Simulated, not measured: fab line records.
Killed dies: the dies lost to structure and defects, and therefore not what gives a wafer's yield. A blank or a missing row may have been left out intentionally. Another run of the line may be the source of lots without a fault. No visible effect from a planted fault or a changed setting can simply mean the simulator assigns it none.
Which tool did it? || flow rit-cmos || 39 wafers from 13 lots sampled at 3 of the route's 202 steps

== WHAT EACH GAUGE READ, for each wafer ==
RIT_M1_CD_MEAS_09: target cd 2600 nm.
{"lot": "L849", "measured": "day 3 08:19", "on": "cd-sem-02", "cd-nm (nm)": "2602.2 2603.4 2603.3"}
{"lot": "L850", "measured": "day 3 13:23", "on": "cd-sem-01", "cd-nm (nm)": "2601.7 2601.3 2599.8"}
{"lot": "L852", "measured": "day 3 20:53", "on": "cd-sem-02", "cd-nm (nm)": "2601.6 2601.2 2601.1"}
{"lot": "L859", "measured": "day 5 13:07", "on": "cd-sem-01", "cd-nm (nm)": "2600.9 2601.5 2597.5"}
{"lot": "L860", "measured": "day 5 15:01", "on": "cd-sem-01", "cd-nm (nm)": "2602.0 2601.4 2601.4"}
{"lot": "L861", "measured": "day 5 22:43", "on": "cd-sem-01", "cd-nm (nm)": "2603.5 2602.4 2602.5"}
{"lot": "L862", "measured": "day 6 04:10", "on": "cd-sem-02", "cd-nm (nm)": "2599.0 2598.6 2600.3"}
{"lot": "L864", "measured": "day 6 13:44", "on": "cd-sem-02", "cd-nm (nm)": "2597.4 2597.4 2598.1"}
{"lot": "L865", "measured": "day 6 15:53", "on": "cd-sem-02", "cd-nm (nm)": "2597.9 2599.6 2599.3"}
{"lot": "L868", "measured": "day 7 08:48", "on": "cd-sem-01", "cd-nm (nm)": "2602.6 2599.4 2600.3"}
{"lot": "L870", "measured": "day 7 21:11", "on": "cd-sem-01", "cd-nm (nm)": "2601.9 2602.8 2600.8"}
{"lot": "L871", "measured": "day 8 01:25", "on": "cd-sem-01", "cd-nm (nm)": "2598.1 2599.1 2597.8"}
{"lot": "L872", "measured": "day 8 08:28", "on": "cd-sem-01", "cd-nm (nm)": "2603.9 2602.5 2601.5"}

RIT_M1_OVL_MEAS_10.
{"lot": "L849", "measured": "day 3 08:26", "on": "overlay-02", "M1_OVL (nm)": "-1.8 -1.8 -2.3"}
{"lot": "L850", "measured": "day 3 13:30", "on": "overlay-01", "M1_OVL (nm)": "-1.1 -1.2 -2.4"}
{"lot": "L852", "measured": "day 3 21:00", "on": "overlay-02", "M1_OVL (nm)": "0.9 -2.7 0.0"}
{"lot": "L859", "measured": "day 5 13:14", "on": "overlay-02", "M1_OVL (nm)": "-0.1 -1.1 1.5"}
{"lot": "L860", "measured": "day 5 15:08", "on": "overlay-02", "M1_OVL (nm)": "0.2 2.9 -1.3"}
{"lot": "L861", "measured": "day 5 22:50", "on": "overlay-01", "M1_OVL (nm)": "-1.5 -0.1 0.6"}
{"lot": "L862", "measured": "day 6 04:17", "on": "overlay-02", "M1_OVL (nm)": "-1.9 -2.2 -2.6"}
{"lot": "L864", "measured": "day 6 13:50", "on": "overlay-02", "M1_OVL (nm)": "-1.9 -2.5 -1.3"}
{"lot": "L865", "measured": "day 6 16:00", "on": "overlay-01", "M1_OVL (nm)": "1.7 -0.8 0.8"}
{"lot": "L868", "measured": "day 7 08:55", "on": "overlay-02", "M1_OVL (nm)": "-2.1 -0.8 -0.1"}
{"lot": "L870", "measured": "day 7 21:18", "on": "overlay-02", "M1_OVL (nm)": "-2.4 -0.5 -0.5"}
{"lot": "L871", "measured": "day 8 01:32", "on": "overlay-02", "M1_OVL (nm)": "-0.7 -0.4 -1.0"}
{"lot": "L872", "measured": "day 8 08:35", "on": "overlay-01", "M1_OVL (nm)": "0.0 -1.2 -1.3"}

== EACH LOT AND THE TOOL THAT RAN IT (in order: tool; ch and the chambers of the sampled wafers; start) ==
{"lot": "L849", "RIT_M1_SPUTTER_00": "pvd-sputter-02, day 3 06:49"}
{"lot": "L850", "RIT_M1_SPUTTER_00": "pvd-sputter-03, day 3 11:50"}
{"lot": "L852", "RIT_M1_SPUTTER_00": "pvd-sputter-03, day 3 19:31"}
{"lot": "L859", "RIT_M1_SPUTTER_00": "pvd-sputter-02, day 5 11:46"}
{"lot": "L860", "RIT_M1_SPUTTER_00": "pvd-sputter-04, day 5 13:32"}
{"lot": "L861", "RIT_M1_SPUTTER_00": "pvd-sputter-02, day 5 21:16"}
{"lot": "L862", "RIT_M1_SPUTTER_00": "pvd-sputter-04, day 6 02:49"}
{"lot": "L864", "RIT_M1_SPUTTER_00": "pvd-sputter-03, day 6 12:20"}
{"lot": "L865", "RIT_M1_SPUTTER_00": "pvd-sputter-02, day 6 14:31"}
{"lot": "L868", "RIT_M1_SPUTTER_00": "pvd-sputter-04, day 7 07:26"}
{"lot": "L870", "RIT_M1_SPUTTER_00": "pvd-sputter-04, day 7 19:49"}
{"lot": "L871", "RIT_M1_SPUTTER_00": "pvd-sputter-02, day 7 23:56"}
{"lot": "L872", "RIT_M1_SPUTTER_00": "pvd-sputter-04, day 8 06:59"}
- RIT_M1_SPUTTER_00: material Al, target thk 400 nm, time 500 s.

== AS READ BY THE TOOLS THEMSELVES (means over the sampled wafers that have a number; for cases with no such wafer, the mark the record gives instead) ==
RIT_M1_SPUTTER_00.
{"lot": "L849", "tool": "pvd-sputter-02", "throttle-valve-pct (%)": 29.8}
{"lot": "L850", "tool": "pvd-sputter-03", "throttle-valve-pct (%)": 30.2}
{"lot": "L852", "tool": "pvd-sputter-03", "throttle-valve-pct (%)": 30.4}
{"lot": "L859", "tool": "pvd-sputter-02", "throttle-valve-pct (%)": 29.8}
{"lot": "L860", "tool": "pvd-sputter-04", "throttle-valve-pct (%)": 30.7}
{"lot": "L861", "tool": "pvd-sputter-02", "throttle-valve-pct (%)": 30.5}
{"lot": "L862", "tool": "pvd-sputter-04", "throttle-valve-pct (%)": 29.9}
{"lot": "L864", "tool": "pvd-sputter-03", "throttle-valve-pct (%)": 30.3}
{"lot": "L865", "tool": "pvd-sputter-02", "throttle-valve-pct (%)": 30.0}
{"lot": "L868", "tool": "pvd-sputter-04", "throttle-valve-pct (%)": 29.4}
{"lot": "L870", "tool": "pvd-sputter-04", "throttle-valve-pct (%)": 29.0}
{"lot": "L871", "tool": "pvd-sputter-02", "throttle-valve-pct (%)": 30.6}
{"lot": "L872", "tool": "pvd-sputter-04", "throttle-valve-pct (%)": 29.7}

== THE ANSWER, worked out from the rows above alone ==
Rule: the lots themselves supply what counts as usual. Put in order of their means at a reading, lots are off if they are a third of the lots or fewer, leave a main group of 4 or more, and stand apart from it by a gap of 3 or more times the standard deviation of the main group's means; of several such gaps the widest counts. If all means in a main group match to the digits the tables above print for the reading, that group is not used. Also off: a lot with no number at a reading for which 4 or more lots have one. All remaining lots with rows at the step are treated as sound. The gauges are gone through in route order, then the tools' own readings, and for those a lot's mean is taken as printed above. The first step at which some lot is off is used, and at that step the reading that is off furthest; a lot without a number counts as furthest.
No lot is off at any reading shown: from this, nothing can be told.

== WHAT HAD BEEN PUT IN BY THE SIMULATOR ==
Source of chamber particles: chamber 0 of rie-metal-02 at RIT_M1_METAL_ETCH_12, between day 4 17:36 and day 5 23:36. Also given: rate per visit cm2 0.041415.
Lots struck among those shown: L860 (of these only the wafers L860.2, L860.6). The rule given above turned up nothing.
